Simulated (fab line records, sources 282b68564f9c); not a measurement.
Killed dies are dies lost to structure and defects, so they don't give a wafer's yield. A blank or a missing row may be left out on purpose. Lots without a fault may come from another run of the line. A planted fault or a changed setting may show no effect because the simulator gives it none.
A struck lot beside a sound one | flow rit_cmos | 21 steps out of a route of 202
Sound: wafers L459.3, L459.4, L459.6. Struck: wafers L464.2, L464.5, L464.6. The cause comes at the end.
At each step with rows: each side's tool, then ch and its chambers, then its first start. Under that, the readings that differ: sound wafers | struck wafers | difference of the means | sigmas: that difference in standard deviations of wafers without a fault.
alike: readings whose means differ by less than 2 such deviations, and words and numbers that are the same on both sides. not compared: withheld readings, readings that some wafer has no value for, bounds like >300 that may hide the same value, and numbers for which the record gives no deviation and whose values overlap.
The two part at a step that has a row with sigmas, a row that says differs or no value, or rows on one side only. Numbers that don't overlap but have no deviation are shown without sigmas and don't part them. A reading that every wafer of one side lacks parts them only if that side has two wafers or more.

first, 2 steps without rows for these wafers: RIT_NSD_HARDBAKE_07 (time 60 s); RIT_NSD_IMPLANT_08.
RIT_NSD_STRIP_09: strips in O2, time 180 s.
  sound on plasma_asher-01 ch 0,1, day 4 02:18; struck on plasma_asher-04 ch 0,1, day 5 09:04
  alike: drypump_motor_current_A
  not compared: rf_hours_counter_h
RIT_NSD_TW_MEAS_10:
  sound on film_metro-02, day 4 02:26; struck on film_metro-03, day 5 09:15
  alike: NSD_TW
then, 6 steps without rows for these wafers: RIT_PSD_HMDS_00 (prime time 60 s); RIT_PSD_COAT_01 (resist thk 1000 nm); RIT_PSD_SOFTBAKE_02 (time 60 s); RIT_PSD_EXPOSE_03 (exposes mask M10, target cd 40900 nm); RIT_PSD_PEB_04; RIT_PSD_DEVELOP_05 (develop time 50 s).
RIT_PSD_OVL_MEAS_06:
  sound on overlay-01, day 4 03:29; struck on overlay-01, day 5 10:10
  alike: PSD_OVL
then, 1 step without rows for these wafers: RIT_PSD_HARDBAKE_07 (time 60 s).
RIT_PSD_IMPLANT_08:
  sound on implanter-02 ch 0, day 4 03:42; struck on implanter-02 ch 0, day 5 10:22
  reading       | sound                         | struck                        | difference | sigmas
  beam_on_s (s) | 12.7 12.8 12.9                | 17.0 17.7 17.0                | +4.4       | +6
  dose_ions_cm2 | 4.999e+15 4.992e+15 4.993e+15 | 6.754e+15 6.751e+15 6.748e+15 | +1.756e+15 | +99 or more
  alike: beam_energy_keV
RIT_PSD_STRIP_09: strips in O2, time 180 s.
  sound on plasma_asher-04 ch 0,1, day 4 03:52; struck on plasma_asher-01 ch 0,1, day 5 10:29
  alike: drypump_motor_current_A
  not compared: rf_hours_counter_h
RIT_PSD_TW_MEAS_10:
  sound on film_metro-02, day 4 04:00; struck on film_metro-03, day 5 10:40
  reading | sound          | struck         | difference | sigmas
  PSD_TW  | 3471 3452 3477 | 3514 3530 3516 | +53        | +3
then, 3 steps without rows for these wafers: RIT_SDANNEAL_CLEAN_00 (cleans in SC1, time 600 s); RIT_SDANNEAL_CLEAN_01 (cleans in dHF, time 30 s); RIT_SDANNEAL_CLEAN_02 (cleans in SC2, time 600 s).
RIT_SDANNEAL_RTA_03: time 5 s.
  sound on rtp_anneal-02 ch 0, day 4 04:28; struck on rtp_anneal-01 ch 0, day 5 11:06
  alike: wafer_temp_C_max
RIT_SDANNEAL_RS_MEAS_04: measures by four-point-probe.
  sound on film_metro-03, day 4 04:32; struck on film_metro-02, day 5 11:10
  reading         | sound                | struck               | difference | sigmas
  PSD_RS (ohm/sq) | 115.71 116.17 116.02 | 112.85 112.31 112.47 | -3.42      | -12
RIT_SDANNEAL_RS_MEAS_05: measures by four-point-probe.
  sound on film_metro-03, day 4 04:40; struck on film_metro-02, day 5 11:17
  alike: NSD_RS

WHERE THEY PART
First at RIT_PSD_IMPLANT_08; last, within this record, at RIT_SDANNEAL_RS_MEAS_04. Later steps at which nothing parts them and some readings are alike: RIT_SDANNEAL_RS_MEAS_05.

WHY: what the simulator had put in
Process parameter drift: implanter-02, from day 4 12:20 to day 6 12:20, at RIT_PSD_IMPLANT_08. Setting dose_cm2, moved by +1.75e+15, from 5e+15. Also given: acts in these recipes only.
